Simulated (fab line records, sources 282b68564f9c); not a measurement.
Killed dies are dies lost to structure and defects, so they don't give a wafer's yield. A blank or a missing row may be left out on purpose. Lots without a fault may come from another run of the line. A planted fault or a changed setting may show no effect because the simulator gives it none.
Problem report in the 8D (eight disciplines) form, filled by code | flow rit_cmos | the parts of the form that need people (team, actions taken, sign-off) are left out

1. THE PROBLEM
chamber_pressure_mTorr at RIT_ACTIVE_ETCH_13 reads a mean of 208.00 mTorr on 6 wafers of 2 lots; wafers without a fault read 260.00 mTorr with a standard deviation of 0.22. That is -99 or more standard deviations from the usual mean.
The step: etches Si3N4 in SF6, stops on SiO2, time 210 s, target depth 210 nm.
First seen on wafer L256.3, day 3 19:40, on rie_diel-03. The record holds 39 wafers of 13 lots with a number at this step. Rule for "out", or "out of limits": more than 4 standard deviations from the usual mean. The other wafers with a number count as sound.

2. WHAT IT IS AND WHAT IT IS NOT
question                    | is                     | is not
which readings at this step | chamber_pressure_mTorr | drypump_motor_current_A, oes_product_au, throttle_valve_pct
which lots                  | L256, L258             | L246, L247, L248, L249, L250, L251, L252, L253, L262, L263, L268
which wafers of those lots  | all that have a number | -
read on which tools         | rie_diel-03            | rie_diel-02, rie_diel-04
when                        | from day 3 19:40       | up to then (24 sound wafers); but 9 sound wafers of L262, L263, L268 came after

3. SUSPECTS, AND WHAT RULES EACH OUT
Counting: a tool at a process step up to the reading stays a suspect if it ran every lot that is out and no sound lot after the first of them.
- rie_diel-03 at RIT_ACTIVE_ETCH_13 (etches Si3N4 in SF6, stops on SiO2, time 210 s, target depth 210 nm): kept. It ran every lot that is out, first L256 (day 3 19:40), and no sound lot after that; its last sound lot up to then is L253 (day 3 03:49). Its own readings are out on those wafers: chamber_pressure_mTorr.
Left after counting: rie_diel-03 at RIT_ACTIVE_ETCH_13.

4. THE CAUSE (what the simulator had put in)
Process parameter drift: rie_diel-03, from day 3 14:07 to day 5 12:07, at RIT_ACTIVE_ETCH_13. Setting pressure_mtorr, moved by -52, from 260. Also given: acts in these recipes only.
Counting left only this tool.

5. THE CHAIN OF EFFECTS, in route order
Each row: a reading whose mean over the struck wafers that have a number lies more than 3 standard deviations from the usual. Only readings for which the record gives a usual standard deviation are gone through. hours: the time from each lot's start at the first step in this table that gives one to its start at this step, as a median over the lots. sigmas: the change in usual standard deviations.
hours | step               | reading                | usual        | on struck wafers | change | sigmas
0     | RIT_ACTIVE_ETCH_13 | chamber_pressure_mTorr | 260.00 mTorr | 208.00           | -52.00 | -99 or more
The process steps in it:
- RIT_ACTIVE_ETCH_13: etches Si3N4 in SF6, stops on SiO2, time 210 s, target depth 210 nm.

6. WHAT WOULD HAVE CAUGHT IT SOONER
In this record the first reading out of limits was taken at day 3 19:40, 6 hours after the fault began at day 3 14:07.
